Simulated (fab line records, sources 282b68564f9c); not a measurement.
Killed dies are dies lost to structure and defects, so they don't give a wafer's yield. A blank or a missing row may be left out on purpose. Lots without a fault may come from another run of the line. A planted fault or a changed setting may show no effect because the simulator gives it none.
Split-lot experiment | flow rit_cmos | 5 lots, 23 wafers read, on a route of 202 steps

THE SPLIT
At RIT_GATE_CVD_08 (deposits poly-Si from SiH4, target thk 250 nm, time 2220 s), the setting pressure_mtorr was moved away from the recipe's 300 mTorr on 10 of the 23 wafers read, by +11.8% to +14.9%. The other wafers ran this setting at the recipe's value.

The file shows no step between the split and the reading.

THE READING
GATE_POLY_THK, in nm, at RIT_GATE_THK_MEAS_09. Fault-free wafers of this fab line usually give 251.4 nm, standard deviation 1.8 nm.

wafer  | tool, chamber at the split | pressure_mtorr as run, mTorr | against the recipe | GATE_POLY_THK, nm | against lot-mates on the recipe
L077.1 | -, -                       | 344.8                        | +14.9%             | 269.3             | no lot-mate on the recipe
L077.2 | -, -                       | 344.8                        | +14.9%             | 269.5             | no lot-mate on the recipe
L077.3 | -, -                       | 344.8                        | +14.9%             | 269.5             | no lot-mate on the recipe
L077.4 | -, -                       | 344.8                        | +14.9%             | 269.1             | no lot-mate on the recipe
L077.6 | -, -                       | 344.8                        | +14.9%             | 269.0             | no lot-mate on the recipe
L078.1 | lpcvd-01, 1                | 300                          | recipe             | 251.2             | -
L078.3 | lpcvd-01, 1                | 300                          | recipe             | 250.6             | -
L078.5 | lpcvd-01, 1                | 300                          | recipe             | 249.7             | -
L079.2 | -, -                       | 300                          | recipe             | 252.8             | -
L079.3 | -, -                       | 300                          | recipe             | 252.5             | -
L079.4 | -, -                       | 300                          | recipe             | 253.7             | -
L079.5 | -, -                       | 300                          | recipe             | 253.1             | -
L079.6 | -, -                       | 300                          | recipe             | 250.8             | -
L081.1 | -, -                       | 335.5                        | +11.8%             | 266.5             | no lot-mate on the recipe
L081.2 | -, -                       | 335.5                        | +11.8%             | 266.2             | no lot-mate on the recipe
L081.4 | -, -                       | 335.5                        | +11.8%             | 266.5             | no lot-mate on the recipe
L081.5 | -, -                       | 335.5                        | +11.8%             | 265.9             | no lot-mate on the recipe
L081.6 | -, -                       | 335.5                        | +11.8%             | 267.3             | no lot-mate on the recipe
L084.1 | -, -                       | 300                          | recipe             | 251.5             | -
L084.2 | -, -                       | 300                          | recipe             | 252.4             | -
L084.3 | -, -                       | 300                          | recipe             | 251.3             | -
L084.4 | -, -                       | 300                          | recipe             | 251.4             | -
L084.5 | -, -                       | 300                          | recipe             | 252.7             | -

THE FIT
A straight line over all 23 wafers: GATE_POLY_THK changes by +1.19 nm for each +1% of pressure_mtorr; r = +0.99; the points scatter about the line by 0.95 nm.
Too few moved wafers have a lot-mate on the recipe to fit a line with each lot's own level taken away.

THE WHOLE CHAIN: every reading that the file lists as answering this split, in the file's order
step                 | what it does                                               | reading                                                                        | change (the file's fit)             | r (the file's)
RIT_GATE_CVD_08      | deposits poly-Si from SiH4, target thk 250 nm, time 2220 s | poly-Si_of_GATE_CVD_08.thk_nm (the simulator's own value, which no gauge read) | +1.2 nm for each +1% of the setting | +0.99
RIT_GATE_THK_MEAS_09 |                                                            | GATE_POLY_THK                                                                  | +1.19 for each +1% of the setting   | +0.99

THE FILE'S OWN FIT
GATE_POLY_THK changes by +1.19 nm for each +1% of pressure_mtorr, r = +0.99.
